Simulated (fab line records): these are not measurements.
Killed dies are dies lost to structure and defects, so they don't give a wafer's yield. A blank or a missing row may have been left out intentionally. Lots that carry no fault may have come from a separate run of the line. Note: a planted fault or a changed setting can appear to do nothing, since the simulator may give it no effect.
Struck lot and sound lot, side by side || flow berkeley_cmos170 || 14 steps out of a route of 331
Sound: these wafers, L887.1, L887.3, L887.5. Wafers struck: L895.2, L895.3, L895.4. At the end, the cause is stated.
For every step that has rows: the tool of each side, followed by ch and its chambers, followed by its first start. Under that, the readings that differ: sound wafers || struck wafers || difference of the means || sigmas: that difference in standard deviations of wafers without a fault.
alike: same words and numbers on both sides, and readings whose means sit less than 2 such deviations apart. not compared: any withheld reading, any reading some wafer has no value for, any bound like >300 that may hide the same value, and any number with overlapping values for which the record gives no deviation.
The two part at a step that has a row with sigmas, a row that says differs or no value, or rows on one side only. Non-overlapping numbers with no deviation appear without sigmas and do not part them. A reading missing from all wafers of one side parts the sides only when that side holds two or more wafers.

first, 1 step without rows for these wafers: UCB170_CONTACT_CLEAN_07 (cleans in SPM, time 600 s).
UCB170_CONTACT_RTA_08: time 10 s.
  sound on rtp_anneal-01 ch 0, day 8 07:43; struck on rtp_anneal-02 ch 0, day 9 23:48
  alike: lamp_power_pct, wafer_temp_C_max
then, 6 steps without rows for these wafers: UCB170_CONTACT_COAT_09; UCB170_CONTACT_COAT_10 (resist thk 900 nm); UCB170_CONTACT_SOFTBAKE_11 (time 60 s); UCB170_CONTACT_EXPOSE_12 (exposes mask CONT, target cd 700 nm); UCB170_CONTACT_PEB_13; UCB170_CONTACT_DEVELOP_14 (develop time 45 s).
UCB170_CONTACT_CD_MEAS_15: the cd target is 700 nm.
  struck on cd_sem-02, day 10 01:35; sound on cd_sem-01, day 8 09:40
  alike: cd_nm
UCB170_CONTACT_OVL_MEAS_16:
  struck on overlay-01, day 10 01:42; sound on overlay-01, day 8 09:47
  alike: CONTACT_OVL
UCB170_CONTACT_ETCH_17: etches BARC in N2/H2.
  sound on rie_diel-02 ch 1,2, day 8 09:50; struck on rie_diel-02 ch 1,2,3, day 10 01:44
  alike: bias_w, drypump_motor_current_A, h2_flow_sccm, oes_product_au, throttle_valve_pct
UCB170_CONTACT_ETCH_18: etches PSG in CHF3/CF4/Ar, stops on TiSi2, target depth 840 nm, time 195 s.
  sound: rie_diel-02 ch 1,2; struck: rie_diel-02 ch 1,2,3
  alike: cf4_flow_sccm, drypump_motor_current_A, oes_product_au, throttle_valve_pct
  not compared: rf_hours_counter_h
UCB170_CONTACT_STRIP_19: strips in O2.
  sound on plasma_asher-02 ch 0,1, day 8 09:59; struck on plasma_asher-01 ch 0,1, day 10 01:53
  no value came back on the struck wafers for chamber_pressure_mTorr (mTorr), drypump_motor_current_A (A), oes_product_au (a.u.); on the sound wafers chamber_pressure_mTorr (mTorr) reads 3495 3502 3501
{"reading": "model.KrF_of_CONTACT_COAT_10.thk_nm (nm)", "sound": "0 0 0", "struck": "693.7 688.2 694.8", "difference": "+692.2", "sigmas": ""}
  not compared: rf_hours_counter_h
UCB170_CONTACT_CD_MEAS_90: the cd target is 700 nm.
  struck on cd_sem-02, day 10 02:01; sound on cd_sem-01, day 8 10:05
  alike: cd_nm

## WHERE THEY PART
At UCB170_CONTACT_STRIP_19 and nowhere else, as far as this record goes. Later steps at which nothing parts them and some readings are alike: UCB170_CONTACT_CD_MEAS_90.

WHY: what had been put in by the simulator
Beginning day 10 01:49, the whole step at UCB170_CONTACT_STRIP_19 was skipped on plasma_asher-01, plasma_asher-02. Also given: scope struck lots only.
